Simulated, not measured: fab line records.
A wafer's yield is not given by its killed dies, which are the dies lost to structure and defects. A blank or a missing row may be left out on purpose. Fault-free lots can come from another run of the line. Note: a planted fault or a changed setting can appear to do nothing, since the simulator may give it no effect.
Problem report in the 8D (eight disciplines) form, filled by code :: flow berkeley cmos170 :: the parts of the form that need people (team, actions taken, sign-off) are left out

== 1. WHAT WENT WRONG ==
chamber pressure mTorr at UCB170_V1_STRIP_15 reads a mean of 2799.0 mTorr on 2 wafers of 2 lots; wafers without a fault read 3500.2 mTorr with a standard deviation of 2.9. That is -99 or more standard deviations from the usual mean.
The step: strips in O2.
First seen on wafer L127.5, day 14 13:44, on plasma asher-02. Wafers with a number at this step in the record: 42, from 14 lots. The rule behind "out" and "out of limits": a value lying over 4 standard deviations away from the usual mean. Any other wafer with a number is counted as sound.

== 2. WHAT IT IS, WHAT IT ISN'T ==
question: which readings at this step
is: chamber pressure mTorr
is not: drypump motor current A, oes product au, strip time to endpoint s

question: which lots
is: L127, L128
is not: L105, L106, L107, L108, L111, L112, L114, L115, L116, L117, L118, L120

question: which wafers of those lots
is: L127.5, L128.5
is not: L127.3, L127.6, L128.1, L128.6

question: read on which tools
is: plasma asher-02
is not: plasma asher-01, plasma asher-03

question: when
is: from day 14 13:44
is not: up to then (38 sound wafers); but 2 sound wafers of L128 came after

== 3. THE SUSPECTS, EACH WITH WHAT RULES IT OUT ==
Counting: a tool at a process step up to the reading stays a suspect if it ran every lot that is out. Sound lots after the first of them don't rule it out here, since some wafers of a struck lot are sound.
- plasma asher-02 at UCB170_V1_STRIP_15 (strips in O2): kept. Ran every lot that is out, first one L127 (day 14 13:44); last sound lot up to then L120 (day 13 12:03). Out on those wafers are its own readings of chamber pressure mTorr.
- Within plasma asher-02 at UCB170_V1_STRIP_15, the wafers that are out were processed in chamber 0 and their sound lot-mates in chamber 1.
Left after counting: plasma asher-02 at UCB170_V1_STRIP_15.

== 4. THE CAUSE (what the simulator had put in) ==
plasma asher-02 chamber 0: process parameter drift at UCB170_V1_STRIP_15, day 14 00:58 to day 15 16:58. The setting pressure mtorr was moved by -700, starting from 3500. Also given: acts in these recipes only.
The count eliminated every tool but this one.

== 5. THE CHAIN OF EFFECTS, in route order ==
One row per reading whose mean, taken over the struck wafers that have a number, lies over 3 standard deviations from the usual. Scope: only readings with a usual standard deviation given in the record; hours: median across lots of the time from each lot's start at the first step in this table that gives one to its start at this step; sigmas: change in usual standard deviations.
hours: 0
step: UCB170_V1_STRIP_15
reading: chamber pressure mTorr
usual: 3500.2 mTorr
on struck wafers: 2799.0
change: -701.2
sigmas: -99 or more
It contains these process steps:
- UCB170_V1_STRIP_15: strips in O2.

== 6. WHAT WOULD HAVE CAUGHT IT SOONER ==
13 hours passed between the start of the fault at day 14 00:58 and the first reading out of limits in this record, taken at day 14 13:44.
